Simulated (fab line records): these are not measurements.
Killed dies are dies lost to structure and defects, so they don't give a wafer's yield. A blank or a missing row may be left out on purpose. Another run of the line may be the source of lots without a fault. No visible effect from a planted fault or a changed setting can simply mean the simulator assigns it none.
The tool behind it: which one? | flow berkeley_cmos170 | 72 wafers from 24 lots sampled at 6 of the route's 331 steps

WHAT EACH GAUGE READ, for each wafer
UCB170_START_BOW_MEAS_00.
lot  | measured    | on            | INCOMING_BOW (um)
L074 | day 1 10:01 | film_metro-02 | -25 4 0
L075 | day 1 15:01 | film_metro-01 | 0 14 3
L076 | day 1 20:02 | film_metro-02 | 7 -1 -4
L077 | day 2 01:00 | film_metro-01 | 1 -2 1
L078 | day 2 06:00 | film_metro-01 | -2 -10 -1
L079 | day 2 11:00 | film_metro-04 | -4 -3 -2
L080 | day 2 16:03 | film_metro-01 | -4 4 -6
L081 | day 2 21:02 | film_metro-02 | -2 0 -7
L082 | day 3 02:00 | film_metro-01 | 7 -3 5
L083 | day 3 07:02 | film_metro-04 | -9 10 6
L084 | day 3 12:02 | film_metro-01 | -1 2 9
L085 | day 3 17:01 | film_metro-02 | 7 -9 -1
L086 | day 3 22:00 | film_metro-04 | -4 2 -2
L087 | day 4 03:00 | film_metro-04 | 2 10 -3
L088 | day 4 08:00 | film_metro-02 | 0 7 -10
L089 | day 4 13:00 | film_metro-04 | -4 5 8
L090 | day 4 18:20 | film_metro-02 | 0 -5 1
L091 | day 4 23:01 | film_metro-02 | -3 11 -8
L092 | day 5 04:00 | film_metro-04 | -8 0 2
L093 | day 5 09:00 | film_metro-02 | 5 -3 -7
L094 | day 5 14:02 | film_metro-04 | 8 1 2
L095 | day 5 19:00 | film_metro-02 | 8 -8 -1
L096 | day 6 00:04 | film_metro-04 | -2 -3 -10
L097 | day 6 05:01 | film_metro-02 | 3 -9 8

UCB170_NWELL_THK_MEAS_05.
lot  | measured    | on            | NWELL_NITRIDE_THK (nm)
L074 | day 2 07:20 | film_metro-03 | 222.1 223.0 223.2
L075 | day 2 11:10 | film_metro-03 | 223.4 223.1 222.6
L076 | day 2 17:28 | film_metro-03 | 224.5 222.7 223.0
L077 | day 2 17:27 | film_metro-04 | 224.4 222.1 223.6
L078 | day 3 00:18 | film_metro-03 | 224.5 224.7 223.7
L079 | day 3 08:59 | film_metro-03 | 222.8 225.1 225.1
L080 | day 3 13:37 | film_metro-03 | 219.6 221.3 220.7
L081 | day 3 21:52 | film_metro-03 | 224.5 224.8 224.8
L082 | day 3 21:51 | film_metro-02 | 224.4 226.2 224.3
L083 | day 4 04:52 | film_metro-04 | 225.9 224.7 226.6
L084 | day 4 10:38 | film_metro-02 | 223.9 223.2 221.7
L085 | day 4 10:38 | film_metro-04 | 225.4 222.3 223.8
L086 | day 4 19:52 | film_metro-04 | 222.9 222.3 225.1
L087 | day 5 01:08 | film_metro-03 | 221.1 222.0 219.8
L088 | day 5 01:08 | film_metro-04 | 225.9 224.7 227.6
L089 | day 5 07:57 | film_metro-03 | 226.6 225.9 223.4
L090 | day 5 12:50 | film_metro-02 | 224.8 225.8 226.1
L091 | day 5 19:46 | film_metro-03 | 222.8 222.6 221.9
L092 | day 5 22:45 | film_metro-03 | 223.7 224.8 224.5
L093 | day 6 04:15 | film_metro-02 | 223.2 225.1 225.2
L094 | day 6 14:31 | film_metro-04 | 224.4 223.1 223.0
L095 | day 6 14:30 | film_metro-02 | 225.2 224.0 226.6
L096 | day 6 17:25 | film_metro-02 | 228.2 227.3 227.4
L097 | day 6 23:02 | film_metro-03 | 225.2 225.2 224.1

UCB170_NWELL_OVL_MEAS_12.
lot  | measured    | on         | NWELL_OVL (nm)
L074 | day 2 08:13 | overlay-02 | 3 -3 4
L075 | day 2 12:55 | overlay-02 | 4 1 1
L076 | day 2 19:15 | overlay-01 | -6 1 -2
L077 | day 2 19:31 | overlay-01 | 4 1 0
L078 | day 3 01:20 | overlay-01 | 3 2 5
L079 | day 3 09:56 | overlay-01 | 6 4 5
L080 | day 3 14:38 | overlay-01 | 2 3 3
L081 | day 3 23:30 | overlay-01 | 1 1 -1
L082 | day 3 23:59 | overlay-01 | 8 7 6
L083 | day 4 05:53 | overlay-02 | 8 4 7
L084 | day 4 11:32 | overlay-01 | 6 4 -1
L085 | day 4 11:48 | overlay-02 | 6 -2 -1
L086 | day 4 21:28 | overlay-02 | 10 7 8
L087 | day 5 03:01 | overlay-02 | 7 5 4
L088 | day 5 02:31 | overlay-02 | 1 -2 3
L089 | day 5 09:10 | overlay-02 | -1 -5 -1
L090 | day 5 14:19 | overlay-02 | 3 13 0
L091 | day 5 20:40 | overlay-02 | 0 1 7
L092 | day 6 00:14 | overlay-02 | 4 -6 -6
L093 | day 6 07:40 | overlay-02 | 0 2 1
L094 | day 6 15:34 | overlay-02 | 9 3 5
L095 | day 6 15:48 | overlay-02 | 1 4 -1
L096 | day 6 18:36 | overlay-02 | 9 5 6
L097 | day 7 00:12 | overlay-02 | 4 7 3

UCB170_M1_RS_MEAS_01: the measuring method here is four-point-probe.
lot  | measured     | on            | M1_AL_RS (ohm/sq)
L074 | day 7 07:38  | film_metro-02 | 0.0484 0.0485 0.0482
L075 | day 7 05:57  | film_metro-04 | 0.0499 0.0490 0.0485
L076 | day 7 07:30  | film_metro-04 | 0.0483 0.0484 0.0481
L077 | day 7 07:20  | film_metro-02 | 0.0483 0.0489 0.0479
L078 | day 7 18:47  | film_metro-04 | 0.0482 0.0484 0.0490
L079 | day 8 03:01  | film_metro-02 | 0.0483 0.0490 0.0484
L080 | day 8 03:39  | film_metro-04 | 0.0487 0.0492 0.0494
L081 | day 8 20:25  | film_metro-01 | 0.0487 0.0491 0.0490
L082 | day 8 20:07  | film_metro-02 | 0.0481 0.0490 0.0492
L083 | day 8 23:13  | film_metro-01 | 0.0478 0.0486 0.0478
L084 | day 9 11:42  | film_metro-01 | 0.0479 0.0482 0.0484
L085 | day 9 13:24  | film_metro-04 | 0.0481 0.0483 0.0482
L086 | day 9 21:16  | film_metro-01 | 0.0493 0.0485 0.0485
L087 | day 9 22:39  | film_metro-02 | 0.0476 0.0472 0.0480
L088 | day 9 22:24  | film_metro-04 | 0.0478 0.0478 0.0475
L089 | day 10 16:40 | film_metro-02 | 0.0486 0.0485 0.0485
L090 | day 10 16:28 | film_metro-01 | 0.0485 0.0486 0.0489
L091 | day 10 16:58 | film_metro-04 | 0.0489 0.0488 0.0483
L092 | day 10 23:24 | film_metro-01 | 0.0478 0.0476 0.0476
L093 | day 11 12:04 | film_metro-02 | 0.0478 0.0476 0.0481
L094 | day 11 17:28 | film_metro-02 | 0.0485 0.0478 0.0476
L095 | day 11 17:47 | film_metro-01 | 0.0489 0.0487 0.0488
L096 | day 11 17:55 | film_metro-02 | 0.0489 0.0485 0.0493
L097 | day 12 01:01 | film_metro-01 | 0.0484 0.0482 0.0485

UCB170_V1_OVL_MEAS_13.
lot  | measured     | on         | V1_OVL (nm)
L074 | day 7 17:07  | overlay-02 | -5 3 0
L075 | day 7 16:51  | overlay-01 | 2 3 -1
L076 | day 7 17:04  | overlay-01 | 5 8 8
L077 | day 7 16:20  | overlay-02 | 2 -2 -3
L078 | day 8 05:16  | overlay-02 | -4 13 5
L079 | day 8 11:29  | overlay-01 | 4 6 0
L080 | day 8 11:22  | overlay-02 | 2 6 2
L081 | day 9 04:49  | overlay-01 | -6 -7 -5
L082 | day 9 05:05  | overlay-01 | 3 6 12
L083 | day 9 08:32  | overlay-02 | -2 0 -4
L084 | day 9 20:07  | overlay-01 | -2 6 3
L085 | day 9 20:22  | overlay-02 | 1 -3 -1
L086 | day 10 06:12 | overlay-02 | 1 5 5
L087 | day 10 06:45 | overlay-01 | 7 -1 12
L088 | day 10 06:29 | overlay-02 | 14 1 13
L089 | day 11 02:16 | overlay-02 | -6 2 4
L090 | day 11 02:23 | overlay-02 | 10 5 2
L091 | day 11 02:49 | overlay-01 | 9 3 6
L092 | day 11 06:56 | overlay-01 | -5 -5 1
L093 | day 11 20:00 | overlay-02 | 3 4 -2
L094 | day 12 01:37 | overlay-02 | 6 2 7
L095 | day 12 02:09 | overlay-02 | 3 10 1
L096 | day 12 02:26 | overlay-02 | -10 2 -3
L097 | day 12 12:32 | overlay-01 | 9 9 9

TOOL THAT RAN EACH LOT (tool first, then ch and the chambers of the sampled wafers, then the start)
lot  | UCB170_NWELL_STRIP_15
L074 | plasma_asher-01 ch 0,1, day 2 08:31
L075 | plasma_asher-01 ch 1, day 2 13:12
L076 | plasma_asher-04 ch 0,1, day 2 19:34
L077 | plasma_asher-03 ch 0,1, day 2 19:48
L078 | plasma_asher-01 ch 0,1, day 3 01:37
L079 | plasma_asher-03 ch 0,1, day 3 10:13
L080 | plasma_asher-04 ch 0,1, day 3 14:55
L081 | plasma_asher-03 ch 0,1, day 3 23:55
L082 | plasma_asher-04 ch 0,1, day 4 00:16
L083 | plasma_asher-04 ch 0,1, day 4 06:11
L084 | plasma_asher-04 ch 0,1, day 4 11:50
L085 | plasma_asher-01 ch 0,1, day 4 12:05
L086 | plasma_asher-03 ch 0,1, day 4 21:45
L087 | plasma_asher-01 ch 0,1, day 5 03:19
L088 | plasma_asher-03 ch 0,1, day 5 02:49
L089 | plasma_asher-03 ch 0,1, day 5 09:28
L090 | plasma_asher-03 ch 0,1, day 5 14:37
L091 | plasma_asher-04 ch 0,1, day 5 20:56
L092 | plasma_asher-04 ch 0,1, day 6 00:31
L093 | plasma_asher-04 ch 0,1, day 6 07:58
L094 | plasma_asher-03 ch 0,1, day 6 15:58
L095 | plasma_asher-03 ch 1, day 6 16:05
L096 | plasma_asher-03 ch 0,1, day 6 18:55
L097 | plasma_asher-04 ch 1, day 7 00:29
- UCB170_NWELL_STRIP_15: strips in O2.

WHAT THE TOOLS THEMSELVES READ (means of the sampled wafers that have a number; where no wafer has one, the mark that the record gives instead)
UCB170_NWELL_STRIP_15.
lot  | tool            | drypump_motor_current_A (A) | oes_product_au (a.u.) | strip_time_to_endpoint_s (s)
L074 | plasma_asher-01 | 5.4                         | 0.719                 | 17.92
L075 | plasma_asher-01 | 5.1                         | 0.720                 | 18.04
L076 | plasma_asher-04 | 5.9                         | 0.715                 | 17.92
L077 | plasma_asher-03 | 5.7                         | 0.721                 | 17.94
L078 | plasma_asher-01 | 5.3                         | 0.724                 | 17.99
L079 | plasma_asher-03 | 5.8                         | 0.720                 | 18.05
L080 | plasma_asher-04 | 5.5                         | 0.718                 | 17.90
L081 | plasma_asher-03 | 5.7                         | 0.721                 | 17.97
L082 | plasma_asher-04 | 5.5                         | 0.720                 | 18.10
L083 | plasma_asher-04 | 5.5                         | 0.719                 | 17.95
L084 | plasma_asher-04 | 5.5                         | 0.724                 | 18.01
L085 | plasma_asher-01 | 5.4                         | 0.719                 | 18.04
L086 | plasma_asher-03 | 5.9                         | 0.720                 | 18.05
L087 | plasma_asher-01 | 5.4                         | 0.721                 | 18.05
L088 | plasma_asher-03 | 5.8                         | 0.722                 | 18.16
L089 | plasma_asher-03 | 5.9                         | 0.722                 | 18.02
L090 | plasma_asher-03 | 5.9                         | 0.722                 | 18.06
L091 | plasma_asher-04 | 5.5                         | 0.720                 | 18.07
L092 | plasma_asher-04 | 5.9                         | 0.718                 | 18.15
L093 | plasma_asher-04 | 5.5                         | 0.721                 | 17.98
L094 | plasma_asher-03 | 5.7                         | 0.721                 | 17.99
L095 | plasma_asher-03 | 6.0                         | 0.719                 | 18.00
L096 | plasma_asher-03 | 5.9                         | 0.721                 | 17.88
L097 | plasma_asher-04 | 6.3                         | 0.718                 | 17.98

THE ANSWER, worked out from the rows above alone
Rule: usual is defined by the lots themselves. Put in order of their means at a reading, lots are off if they are a third of the lots or fewer, leave a main group of 4 or more, and stand apart from it by a gap of 3 or more times the standard deviation of the main group's means; of several such gaps the widest counts. If all means in a main group match to the digits the tables above print for the reading, that group is not used. Also off: a lot with no number at a reading for which 4 or more lots have one. The other lots that the step has rows for count as sound. After the gauges, taken in route order, come the tools' own readings; for these a lot's mean is taken, as printed above. At the first step where some lot is off, the reading lying furthest off is the one used; lots without a number count as furthest.
Nothing can be told from this: no lot is off at any reading shown.

WHAT HAD BEEN PUT IN BY THE SIMULATOR
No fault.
